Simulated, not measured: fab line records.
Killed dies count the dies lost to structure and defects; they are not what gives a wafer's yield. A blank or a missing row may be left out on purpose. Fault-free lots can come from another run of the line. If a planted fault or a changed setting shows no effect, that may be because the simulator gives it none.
fab line records -- flow rit-cmos
[record] lots = 5, wafers = 15, last-day = 7
route steps=202 shown PWELL@42 WELLDRIVE@50 NWELL@51 NRETRO@53 PRETRO@64
lots that met no fault: taken from a fault-free run of the same line
start-h: start of the lot's first displayed wafer, in hours after the record's first day -- wait-h: hours from the lot's prior step to this one -- " the same as in the row above -- L1.1+2: several wafers, shown together as one row -- - value missing, or start not given -- * or withheld: withheld -- < > ~ a bound
route shown NAME@n: names a module that has steps shown in the file, with the first one's number in the route -- usual: mean/standard deviation taken from wafers without a fault -- same: alike in all rows -- chamber/n: place in a boat -- sites: each site's reading -- _std_site: how widely they spread, as a standard deviation -- _edge_site: inner sites' mean taken away from outer sites' mean -- radius-mm: how far each site lies from the wafer's centre -- mask NAME#n: copy n -- behind: the most recent tool/chamber to have shaped the wafer -- hold: what put the lot on hold/how long, in hours/how the hold closed -- device: which transistor (n, p or np) failed to switch -- end of line: tests run on the same wafers once the route is complete -- for a step that has no rows: nothing shown but its recipe -- killed: dies that structure and defects cost at the first sort, which is not the same as the wafer's yield -- map: shows each die of a wafer: x if killed, . if not, _ if none is there
set.NAME: the run value of the setting; set.NAME@STEP: its run value at that earlier step -- model.NAME: the simulator's own value behind a step, which no gauge read
lots seen at some steps along the route; tables by step, rows by wafer
services: when a tool's chamber went out of use (start-h, in hours from the record's first day, below 0 if earlier), for how many hours, and the reason
[[steps]]
[step RIT_PWELL_EXPOSE_03]
[recipe] mask-id = M3, na = 0.57, target-cd-nm = 43700, dose-mj = 250
lot.wafer,tool,chamber,start-h,wait-h,mask
L077.2+5+6,iline-stepper-01,0,36.44,0.1,M3#0
L078.1+3+4,iline-stepper-01,0,41.55,0.1,M3#0
L084.4+5+6,iline-stepper-01,0,74.64,0.2,M3#0
L094.2+3+5,iline-stepper-01,0,121.93,0.1,M3#0
L095.3+4+6,iline-stepper-02,0,126.59,0.2,M3#0
[step RIT_PWELL_PEB_04]
[recipe] resist = NOVOLAK, temp-c = withheld, time-s = withheld
[usual] chill-plate-temp-C = *
lot.wafer,tool,chamber,start-h,wait-h,chill-plate-temp-C
L077.2,litho-track-03,0,36.56,0.1,*
L077.5,litho-track-03,0,36.56,0.1,*
L077.6,litho-track-03,0,36.56,0.1,*
L078.1,litho-track-04,0,41.67,0.1,*
L078.3,litho-track-04,0,41.67,0.1,*
L078.4,litho-track-04,0,41.67,0.1,*
L084.4,litho-track-01,0,74.78,0.1,*
L084.5,litho-track-01,0,74.78,0.1,*
L084.6,litho-track-01,0,74.78,0.1,*
L094.2,litho-track-03,0,122.05,0.1,*
L094.3,litho-track-03,0,122.05,0.1,*
L094.5,litho-track-03,0,122.05,0.1,*
L095.3,litho-track-01,0,126.72,0.1,*
L095.4,litho-track-01,0,126.72,0.1,*
L095.6,litho-track-01,0,126.72,0.1,*
[step RIT_PWELL_DEVELOP_05]
[recipe] resist = NOVOLAK, develop-time-s = 68, dev-temp-c = 23
[usual] chill-plate-temp-C = 23.01/0.11
lot.wafer,tool,chamber,start-h,wait-h,chill-plate-temp-C
L077.2,litho-track-03,0,-,-,22.96
L077.5,litho-track-03,0,-,-,22.95
L077.6,litho-track-03,0,-,-,23.10
L078.1,litho-track-04,0,-,-,22.76
L078.3,litho-track-04,0,-,-,23.01
L078.4,litho-track-04,0,-,-,22.82
L084.4,litho-track-01,0,-,-,22.96
L084.5,litho-track-01,0,-,-,22.95
L084.6,litho-track-01,0,-,-,23.03
L094.2,litho-track-03,0,-,-,23.06
L094.3,litho-track-03,0,-,-,23.06
L094.5,litho-track-03,0,-,-,23.03
L095.3,litho-track-01,0,-,-,22.88
L095.4,litho-track-01,0,-,-,22.85
L095.6,litho-track-01,0,-,-,22.86
[step RIT_PWELL_OVL_MEAS_06]
[usual] PWELL_OVL = -0.6/1.4
lot.wafer,tool,chamber,start-h,wait-h,PWELL_OVL[nm]
L077.2,overlay-01,-,36.86,-,-1.3
L077.5,overlay-01,-,36.86,-,-1.5
L077.6,overlay-01,-,36.86,-,-3.8
L078.1,overlay-02,-,41.98,-,2.0
L078.3,overlay-02,-,41.98,-,1.9
L078.4,overlay-02,-,41.98,-,1.5
L084.4,overlay-02,-,75.03,-,-0.7
L084.5,overlay-02,-,75.03,-,0.3
L084.6,overlay-02,-,75.03,-,-1.2
L094.2,overlay-02,-,122.35,-,1.2
L094.3,overlay-02,-,122.35,-,2.3
L094.5,overlay-02,-,122.35,-,1.2
L095.3,overlay-02,-,127.00,-,-2.5
L095.4,overlay-02,-,127.00,-,-1.4
L095.6,overlay-02,-,127.00,-,-1.4
[step RIT_PWELL_HARDBAKE_07]
[recipe] resist = NOVOLAK, temp-c = 140, time-s = 120
[usual] chill-plate-temp-C = 22.99/0.1
lot.wafer,tool,chamber,start-h,wait-h,chill-plate-temp-C
L077.2,litho-track-03,0,36.93,0.1,23.20
L077.5,litho-track-03,0,36.93,0.1,22.99
L077.6,litho-track-03,0,36.93,0.1,22.97
L078.1,litho-track-03,0,42.01,0.0,22.87
L078.3,litho-track-03,0,42.01,0.0,22.87
L078.4,litho-track-03,0,42.01,0.0,22.91
L084.4,litho-track-03,0,75.17,0.1,23.02
L084.5,litho-track-03,0,75.17,0.1,23.00
L084.6,litho-track-03,0,75.17,0.1,22.98
L094.2,litho-track-01,0,122.42,0.1,23.10
L094.3,litho-track-01,0,122.42,0.1,23.12
L094.5,litho-track-01,0,122.42,0.1,23.05
L095.3,litho-track-03,0,127.10,0.1,22.84
L095.4,litho-track-03,0,127.10,0.1,22.85
L095.6,litho-track-03,0,127.10,0.1,22.80
[step RIT_PWELL_IMPLANT_08]
[recipe] species = B, energy-kev = 170, dose-cm2 = 7e+13, tilt-deg = 7
[usual] beam-energy-keV = 170.00/0.055
lot.wafer,tool,chamber,start-h,wait-h,beam-energy-keV
L077.2,implanter-03,0,37.16,0.2,169.99
L077.5,implanter-03,0,37.16,0.2,170.06
L077.6,implanter-03,0,37.16,0.2,169.95
L078.1,implanter-04,0,42.26,0.2,169.97
L078.3,implanter-04,0,42.26,0.2,170.08
L078.4,implanter-04,0,42.26,0.2,170.01
L084.4,implanter-02,0,75.37,0.2,170.00
L084.5,implanter-02,0,75.37,0.2,169.95
L084.6,implanter-02,0,75.37,0.2,170.13
L094.2,implanter-02,0,122.65,0.2,169.99
L094.3,implanter-02,0,122.65,0.2,169.98
L094.5,implanter-02,0,122.65,0.2,170.00
L095.3,implanter-02,0,127.32,0.2,170.17
L095.4,implanter-02,0,127.32,0.2,170.09
L095.6,implanter-02,0,127.32,0.2,170.16
[step RIT_PWELL_STRIP_09]
[recipe] chemistry = O2, time-s = 180, resist = NOVOLAK, platen-temp-c = withheld, power-w = 484.6, pressure-mtorr = 4000, o2-flow-sccm = 4000
[usual] chamber-pressure-mTorr = 4000/3.9, drypump-motor-current-A = 5.5/0.39
lot.wafer,tool,chamber,start-h,wait-h,chamber-pressure-mTorr,drypump-motor-current-A,rf-hours-counter-h
L077.2,plasma-asher-01,0,37.29,0.1,4005,6.1,40
L077.5,plasma-asher-01,0,37.29,0.1,4000,6.2,-
L077.6,plasma-asher-01,1,37.29,0.1,4002,4.8,-
L078.1,plasma-asher-04,0,42.41,0.1,4003,5.2,25
L078.3,plasma-asher-04,0,42.41,0.1,4000,5.2,-
L078.4,plasma-asher-04,1,42.41,0.1,3993,5.5,-
L084.4,plasma-asher-04,1,75.51,0.1,4005,5.6,-
L084.5,plasma-asher-04,0,75.51,0.1,3998,5.2,-
L084.6,plasma-asher-04,1,75.51,0.1,4006,5.6,-
L094.2,plasma-asher-04,1,122.78,0.1,3997,5.6,35
L094.3,plasma-asher-04,0,122.78,0.1,3998,5.2,-
L094.5,plasma-asher-04,0,122.78,0.1,4002,5.2,-
L095.3,plasma-asher-02,0,127.48,0.1,3999,5.7,-
L095.4,plasma-asher-02,1,127.48,0.1,4000,5.4,-
L095.6,plasma-asher-02,1,127.48,0.1,4000,5.4,-
[step RIT_PWELL_TW_MEAS_10]
[usual] PWELL_TW = 949/8.2
lot.wafer,tool,chamber,start-h,wait-h,PWELL_TW
L077.2,film-metro-01,-,37.47,0.1,932
L077.5,film-metro-01,-,37.47,0.1,938
L077.6,film-metro-01,-,37.47,0.1,942
L078.1,film-metro-04,-,42.59,0.1,945
L078.3,film-metro-04,-,42.59,0.1,946
L078.4,film-metro-04,-,42.59,0.1,948
L084.4,film-metro-04,-,75.65,0.1,947
L084.5,film-metro-04,-,75.65,0.1,950
L084.6,film-metro-04,-,75.65,0.1,948
L094.2,film-metro-01,-,122.96,0.1,939
L094.3,film-metro-01,-,122.96,0.1,936
L094.5,film-metro-01,-,122.96,0.1,938
L095.3,film-metro-02,-,127.62,0.1,964
L095.4,film-metro-02,-,127.62,0.1,954
L095.6,film-metro-02,-,127.62,0.1,958
[step RIT_WELLDRIVE_ANNEAL_00]
[recipe] temp-c = 1100, time-s = 14700, ambient = N2
[usual] spike-tc-load-C = 1127.6/1.6
lot.wafer,tool,chamber,start-h,wait-h,spike-tc-load-C
L077.2,furnace-02,0,38.03,0.6,1125.4
L077.5,furnace-02,0,38.03,0.6,1127.9
L077.6,furnace-02,0,38.03,0.6,1125.4
L078.1,furnace-04,0,42.65,0.1,1128.4
L078.3,furnace-04,0,42.65,0.1,1128.9
L078.4,furnace-04,0,42.65,0.1,1128.7
L084.4,furnace-03,0,76.14,0.5,1128.6
L084.5,furnace-03,0,76.14,0.5,1126.8
L084.6,furnace-03,0,76.14,0.5,1128.6
L094.2,furnace-04,0,123.01,0.0,1127.1
L094.3,furnace-04,0,123.01,0.0,1130.3
L094.5,furnace-04,0,123.01,0.0,1129.8
L095.3,furnace-04,0,128.10,0.5,1129.2
L095.4,furnace-04,0,128.10,0.5,1126.6
L095.6,furnace-04,0,128.10,0.5,1129.4
[step RIT_WELLDRIVE_RS_MEAS_01]
[recipe] thk-meas-gauge = four-point-probe
[usual] NWELL_RS = 275.6/0.7
lot.wafer,tool,chamber,start-h,wait-h,NWELL_RS[ohm/sq]
L077.2,film-metro-02,-,43.14,0.0,276.4
L077.5,film-metro-02,-,43.14,0.0,276.2
L077.6,film-metro-02,-,43.14,0.0,276.4
L078.1,film-metro-02,-,47.73,0.0,274.5
L078.3,film-metro-02,-,47.73,0.0,275.3
L078.4,film-metro-02,-,47.73,0.0,275.5
L084.4,film-metro-01,-,81.28,0.1,275.6
L084.5,film-metro-01,-,81.28,0.1,275.3
L084.6,film-metro-01,-,81.28,0.1,275.8
L094.2,film-metro-04,-,128.12,0.0,275.9
L094.3,film-metro-04,-,128.12,0.0,276.2
L094.5,film-metro-04,-,128.12,0.0,275.6
L095.3,film-metro-04,-,133.22,0.0,276.1
L095.4,film-metro-04,-,133.22,0.0,276.1
L095.6,film-metro-04,-,133.22,0.0,275.9
[step RIT_WELLDRIVE_RS_MEAS_02]
[recipe] thk-meas-gauge = four-point-probe
[usual] PWELL_RS = 429.3/1.2
lot.wafer,tool,chamber,start-h,wait-h,PWELL_RS[ohm/sq]
L077.2,film-metro-02,-,43.26,0.1,430.8
L077.5,film-metro-02,-,43.26,0.1,430.8
L077.6,film-metro-02,-,43.26,0.1,430.3
L078.1,film-metro-02,-,47.85,0.1,428.8
L078.3,film-metro-02,-,47.85,0.1,429.6
L078.4,film-metro-02,-,47.85,0.1,427.8
L084.4,film-metro-01,-,81.40,0.1,429.4
L084.5,film-metro-01,-,81.40,0.1,430.3
L084.6,film-metro-01,-,81.40,0.1,427.7
L094.2,film-metro-04,-,128.24,0.1,430.5
L094.3,film-metro-04,-,128.24,0.1,430.8
L094.5,film-metro-04,-,128.24,0.1,429.0
L095.3,film-metro-04,-,133.34,0.1,429.3
L095.4,film-metro-04,-,133.34,0.1,429.5
L095.6,film-metro-04,-,133.34,0.1,430.8
[step RIT_NRETRO_HMDS_00]
[recipe] prime-time-s = 60, prime-temp-c = 140
[usual] chill-plate-temp-C = 23.00/0.096
lot.wafer,tool,chamber,start-h,wait-h,chill-plate-temp-C
L077.2,litho-track-03,0,43.38,0.1,22.92
L077.5,litho-track-03,0,43.38,0.1,22.93
L077.6,litho-track-03,0,43.38,0.1,23.03
L078.1,litho-track-03,0,47.97,0.1,23.05
L078.3,litho-track-03,0,47.97,0.1,22.95
L078.4,litho-track-03,0,47.97,0.1,22.86
L084.4,litho-track-02,0,81.54,0.1,23.07
L084.5,litho-track-02,0,81.54,0.1,23.02
L084.6,litho-track-02,0,81.54,0.1,22.95
L094.2,litho-track-03,0,128.36,0.1,23.08
L094.3,litho-track-03,0,128.36,0.1,23.05
L094.5,litho-track-03,0,128.36,0.1,22.96
L095.3,litho-track-04,0,133.47,0.1,22.80
L095.4,litho-track-04,0,133.47,0.1,23.03
L095.6,litho-track-04,0,133.47,0.1,22.94
[step RIT_NRETRO_COAT_01]
[recipe] resist = NOVOLAK, spin-rpm = 2000, resist-thk-nm = 1300
[usual] chill-plate-temp-C = 22.98/0.11
lot.wafer,tool,chamber,start-h,wait-h,chill-plate-temp-C
L077.2,litho-track-03,0,43.53,0.1,22.98
L077.5,litho-track-03,0,43.53,0.1,23.20
L077.6,litho-track-03,0,43.53,0.1,23.00
L078.1,litho-track-03,0,48.12,0.1,23.20
L078.3,litho-track-03,0,48.12,0.1,23.08
L078.4,litho-track-03,0,48.12,0.1,23.03
L084.4,litho-track-02,0,81.69,0.1,23.01
L084.5,litho-track-02,0,81.69,0.1,23.07
L084.6,litho-track-02,0,81.69,0.1,22.87
L094.2,litho-track-03,0,128.51,0.1,23.08
L094.3,litho-track-03,0,128.51,0.1,22.85
L094.5,litho-track-03,0,128.51,0.1,23.10
L095.3,litho-track-04,0,133.62,0.1,23.08
L095.4,litho-track-04,0,133.62,0.1,23.12
L095.6,litho-track-04,0,133.62,0.1,22.90
[step RIT_NRETRO_SOFTBAKE_02]
[recipe] resist = NOVOLAK, temp-c = 90, time-s = 60
[usual] chill-plate-temp-C = 22.99/0.12
lot.wafer,tool,chamber,start-h,wait-h,chill-plate-temp-C
L077.2,litho-track-03,0,43.68,0.1,22.81
L077.5,litho-track-03,0,43.68,0.1,22.97
L077.6,litho-track-03,0,43.68,0.1,23.05
L078.1,litho-track-03,0,48.27,0.1,23.13
L078.3,litho-track-03,0,48.27,0.1,23.14
L078.4,litho-track-03,0,48.27,0.1,23.20
L084.4,litho-track-02,0,81.84,0.1,23.00
L084.5,litho-track-02,0,81.84,0.1,22.90
L084.6,litho-track-02,0,81.84,0.1,22.98
L094.2,litho-track-03,0,128.66,0.1,22.86
L094.3,litho-track-03,0,128.66,0.1,22.89
L094.5,litho-track-03,0,128.66,0.1,22.79
L095.3,litho-track-04,0,133.77,0.1,22.87
L095.4,litho-track-04,0,133.77,0.1,23.00
L095.6,litho-track-04,0,133.77,0.1,22.94
[step RIT_NRETRO_EXPOSE_03]
[recipe] mask-id = M4, na = 0.57, target-cd-nm = 43900, dose-mj = 250
lot.wafer,tool,chamber,start-h,wait-h,mask
L077.2+5+6,iline-stepper-01,0,43.95,0.2,M4#0
L078.1+3+4,iline-stepper-01,0,48.42,0.1,M4#0
L084.4+5+6,iline-stepper-01,0,82.09,0.2,M4#0
L094.2+3+5,iline-stepper-01,0,128.81,0.1,M4#0
L095.3+4+6,iline-stepper-02,0,134.03,0.2,M4#0
[step RIT_NRETRO_PEB_04]
[recipe] resist = NOVOLAK, temp-c = withheld, time-s = withheld
[usual] chill-plate-temp-C = *
lot.wafer,tool,chamber,start-h,wait-h,chill-plate-temp-C
L077.2,litho-track-03,0,44.07,0.1,*
L077.5,litho-track-03,0,44.07,0.1,*
L077.6,litho-track-03,0,44.07,0.1,*
L078.1,litho-track-02,0,48.54,0.1,*
L078.3,litho-track-02,0,48.54,0.1,*
L078.4,litho-track-02,0,48.54,0.1,*
L084.4,litho-track-03,0,82.23,0.1,*
L084.5,litho-track-03,0,82.23,0.1,*
L084.6,litho-track-03,0,82.23,0.1,*
L094.2,litho-track-03,0,128.93,0.1,*
L094.3,litho-track-03,0,128.93,0.1,*
L094.5,litho-track-03,0,128.93,0.1,*
L095.3,litho-track-02,0,134.16,0.1,*
L095.4,litho-track-02,0,134.16,0.1,*
L095.6,litho-track-02,0,134.16,0.1,*
[step RIT_NRETRO_DEVELOP_05]
[recipe] resist = NOVOLAK, develop-time-s = 68, dev-temp-c = 23
[usual] chill-plate-temp-C = 22.97/0.12
lot.wafer,tool,chamber,start-h,wait-h,chill-plate-temp-C
L077.2,litho-track-03,0,-,-,23.01
L077.5,litho-track-03,0,-,-,22.98
L077.6,litho-track-03,0,-,-,23.03
L078.1,litho-track-02,0,-,-,23.01
L078.3,litho-track-02,0,-,-,23.13
L078.4,litho-track-02,0,-,-,23.22
L084.4,litho-track-03,0,-,-,23.12
L084.5,litho-track-03,0,-,-,23.05
L084.6,litho-track-03,0,-,-,23.24
L094.2,litho-track-03,0,-,-,22.73
L094.3,litho-track-03,0,-,-,22.88
L094.5,litho-track-03,0,-,-,23.01
L095.3,litho-track-02,0,-,-,22.91
L095.4,litho-track-02,0,-,-,22.88
L095.6,litho-track-02,0,-,-,22.83
[step RIT_NRETRO_OVL_MEAS_06]
[usual] NRETRO_OVL = 0.9/1.4
lot.wafer,tool,chamber,start-h,wait-h,NRETRO_OVL[nm]
L077.2,overlay-01,-,44.37,-,0.0
L077.5,overlay-01,-,44.37,-,-1.2
L077.6,overlay-01,-,44.37,-,-0.7
L078.1,overlay-02,-,48.85,-,-0.5
L078.3,overlay-02,-,48.85,-,0.2
L078.4,overlay-02,-,48.85,-,0.4
L084.4,overlay-01,-,82.48,-,0.2
L084.5,overlay-01,-,82.48,-,-0.2
L084.6,overlay-01,-,82.48,-,1.7
L094.2,overlay-01,-,129.22,-,-0.4
L094.3,overlay-01,-,129.22,-,-0.3
L094.5,overlay-01,-,129.22,-,0.1
L095.3,overlay-01,-,134.44,-,-1.1
L095.4,overlay-01,-,134.44,-,2.1
L095.6,overlay-01,-,134.44,-,1.1
[step RIT_NRETRO_HARDBAKE_07]
[recipe] resist = NOVOLAK, temp-c = 140, time-s = 120
[usual] chill-plate-temp-C = 23.02/0.097
lot.wafer,tool,chamber,start-h,wait-h,chill-plate-temp-C
L077.2,litho-track-03,0,44.44,0.1,23.04
L077.5,litho-track-03,0,44.44,0.1,22.97
L077.6,litho-track-03,0,44.44,0.1,22.97
L078.1,litho-track-04,0,48.89,0.0,23.01
L078.3,litho-track-04,0,48.89,0.0,23.00
L078.4,litho-track-04,0,48.89,0.0,22.79
L084.4,litho-track-03,0,82.63,0.1,23.07
L084.5,litho-track-03,0,82.63,0.1,22.99
L084.6,litho-track-03,0,82.63,0.1,22.99
L094.2,litho-track-04,0,129.29,0.1,23.02
L094.3,litho-track-04,0,129.29,0.1,23.10
L094.5,litho-track-04,0,129.29,0.1,23.14
L095.3,litho-track-04,0,134.54,0.1,23.05
L095.4,litho-track-04,0,134.54,0.1,23.04
L095.6,litho-track-04,0,134.54,0.1,23.25
[step RIT_NRETRO_IMPLANT_08]
[recipe] species = P, energy-kev = 70, dose-cm2 = 9.862e+12, tilt-deg = 7
[usual] beam-energy-keV = 69.998/0.022
lot.wafer,tool,chamber,start-h,wait-h,beam-energy-keV
L077.2,implanter-03,0,44.67,0.2,70.034
L077.5,implanter-03,0,44.67,0.2,70.028
L077.6,implanter-03,0,44.67,0.2,70.033
L078.1,implanter-01,0,49.14,0.2,70.009
L078.3,implanter-01,0,49.14,0.2,69.995
L078.4,implanter-01,0,49.14,0.2,70.011
L084.4,implanter-03,0,82.83,0.2,69.993
L084.5,implanter-03,0,82.83,0.2,70.020
L084.6,implanter-03,0,82.83,0.2,70.001
L094.2,implanter-03,0,129.53,0.2,69.986
L094.3,implanter-03,0,129.53,0.2,69.976
L094.5,implanter-03,0,129.53,0.2,69.996
L095.3,implanter-03,0,134.76,0.2,69.986
L095.4,implanter-03,0,134.76,0.2,69.974
L095.6,implanter-03,0,134.76,0.2,69.987
[step RIT_NRETRO_STRIP_09]
[recipe] chemistry = O2, time-s = 180, resist = NOVOLAK, platen-temp-c = withheld, power-w = 500, pressure-mtorr = 4000, o2-flow-sccm = 4000
[usual] chamber-pressure-mTorr = 4000/4.1, drypump-motor-current-A = 5.6/0.43
lot.wafer,tool,chamber,start-h,wait-h,chamber-pressure-mTorr,drypump-motor-current-A,rf-hours-counter-h
L077.2,plasma-asher-01,0,44.80,0.1,4010,6.2,41
L077.5,plasma-asher-01,0,44.80,0.1,4002,6.2,-
L077.6,plasma-asher-01,1,44.80,0.1,4003,4.8,-
L078.1,plasma-asher-03,0,49.29,0.1,4001,5.8,40
L078.3,plasma-asher-03,1,49.29,0.1,3998,5.7,-
L078.4,plasma-asher-03,0,49.29,0.1,4003,5.7,-
L084.4,plasma-asher-03,1,82.96,0.1,4005,5.7,-
L084.5,plasma-asher-03,0,82.96,0.1,4000,5.8,-
L084.6,plasma-asher-03,1,82.96,0.1,4009,5.7,-
L094.2,plasma-asher-01,0,129.65,0.1,4000,6.2,50
L094.3,plasma-asher-01,0,129.65,0.1,4002,6.2,-
L094.5,plasma-asher-01,0,129.65,0.1,3992,6.2,-
L095.3,plasma-asher-02,1,134.92,0.1,4006,5.4,-
L095.4,plasma-asher-02,0,134.92,0.1,3998,5.7,-
L095.6,plasma-asher-02,0,134.92,0.1,3999,5.7,-
[step RIT_NRETRO_TW_MEAS_10]
[usual] NRETRO_TW = 1056/18
lot.wafer,tool,chamber,start-h,wait-h,NRETRO_TW
L077.2,film-metro-03,-,44.98,0.1,1078
L077.5,film-metro-03,-,44.98,0.1,1078
L077.6,film-metro-03,-,44.98,0.1,1081
L078.1,film-metro-03,-,49.46,0.1,1069
L078.3,film-metro-03,-,49.46,0.1,1081
L078.4,film-metro-03,-,49.46,0.1,1070
L084.4,film-metro-02,-,83.11,0.1,1051
L084.5,film-metro-02,-,83.11,0.1,1044
L084.6,film-metro-02,-,83.11,0.1,1045
L094.2,film-metro-03,-,129.84,0.1,1073
L094.3,film-metro-03,-,129.84,0.1,1075
L094.5,film-metro-03,-,129.84,0.1,1080
L095.3,film-metro-02,-,135.06,0.1,1057
L095.4,film-metro-02,-,135.06,0.1,1058
L095.6,film-metro-02,-,135.06,0.1,1057
[step RIT_PRETRO_HMDS_00]
[recipe] prime-time-s = 60, prime-temp-c = 140
[usual] chill-plate-temp-C = 22.98/0.09
lot.wafer,tool,chamber,start-h,wait-h,chill-plate-temp-C
L077.2,litho-track-02,0,45.06,0.1,22.96
L077.5,litho-track-02,0,45.06,0.1,22.93
L077.6,litho-track-02,0,45.06,0.1,22.82
L078.1,litho-track-01,0,49.52,0.1,22.91
L078.3,litho-track-01,0,49.52,0.1,23.04
L078.4,litho-track-01,0,49.52,0.1,22.78
L084.4,litho-track-02,0,83.21,0.1,23.05
L084.5,litho-track-02,0,83.21,0.1,23.07
L084.6,litho-track-02,0,83.21,0.1,23.01
L094.2,litho-track-03,0,129.91,0.1,22.97
L094.3,litho-track-03,0,129.91,0.1,22.97
L094.5,litho-track-03,0,129.91,0.1,22.95
L095.3,litho-track-02,0,135.15,0.1,23.00
L095.4,litho-track-02,0,135.15,0.1,22.92
L095.6,litho-track-02,0,135.15,0.1,23.00
[step RIT_PRETRO_COAT_01]
[recipe] resist = NOVOLAK, spin-rpm = 2000, resist-thk-nm = 1300
[usual] chill-plate-temp-C = 23.00/0.11
lot.wafer,tool,chamber,start-h,wait-h,chill-plate-temp-C
L077.2,litho-track-02,0,45.21,0.1,23.09
L077.5,litho-track-02,0,45.21,0.1,22.92
L077.6,litho-track-02,0,45.21,0.1,23.01
L078.1,litho-track-01,0,49.67,0.1,23.11
L078.3,litho-track-01,0,49.67,0.1,23.04
L078.4,litho-track-01,0,49.67,0.1,23.22
L084.4,litho-track-02,0,83.36,0.1,23.05
L084.5,litho-track-02,0,83.36,0.1,23.22
L084.6,litho-track-02,0,83.36,0.1,23.08
L094.2,litho-track-03,0,130.06,0.1,23.06
L094.3,litho-track-03,0,130.06,0.1,23.07
L094.5,litho-track-03,0,130.06,0.1,22.95
L095.3,litho-track-02,0,135.30,0.1,22.99
L095.4,litho-track-02,0,135.30,0.1,23.06
L095.6,litho-track-02,0,135.30,0.1,23.05
[[services]]
tool,chamber,start-h,hours,kind
implanter-03,-,14.80,3.5,pm
implanter-03,-,27.59,1.2,repair
iline-stepper-02,-,46.82,7.0,repair
furnace-02,-,61.16,13.7,pm
plasma-asher-03,-,61.16,2.7,repair
implanter-03,-,64.28,3.0,repair
plasma-asher-02,-,70.02,8.1,repair
iline-stepper-02,-,70.42,1.7,pm
furnace-02,-,74.88,2.9,pm
plasma-asher-01,-,74.99,3.2,repair
iline-stepper-01,-,77.06,1.7,pm
implanter-03,-,81.27,1.4,pm
plasma-asher-01,-,90.39,5.1,repair
iline-stepper-02,0,95.01,-,calibration
iline-stepper-01,-,97.88,9.3,repair
plasma-asher-02,-,108.75,9.0,pm
plasma-asher-02,0,108.75,9.0,vent-cycle
plasma-asher-02,1,108.75,9.0,vent-cycle
furnace-04,-,110.36,3.8,pm
plasma-asher-01,-,115.79,4.3,repair
plasma-asher-02,0,117.75,-,clean
plasma-asher-02,1,117.75,-,clean
implanter-02,-,133.98,8.5,repair
[[key]]
fault none
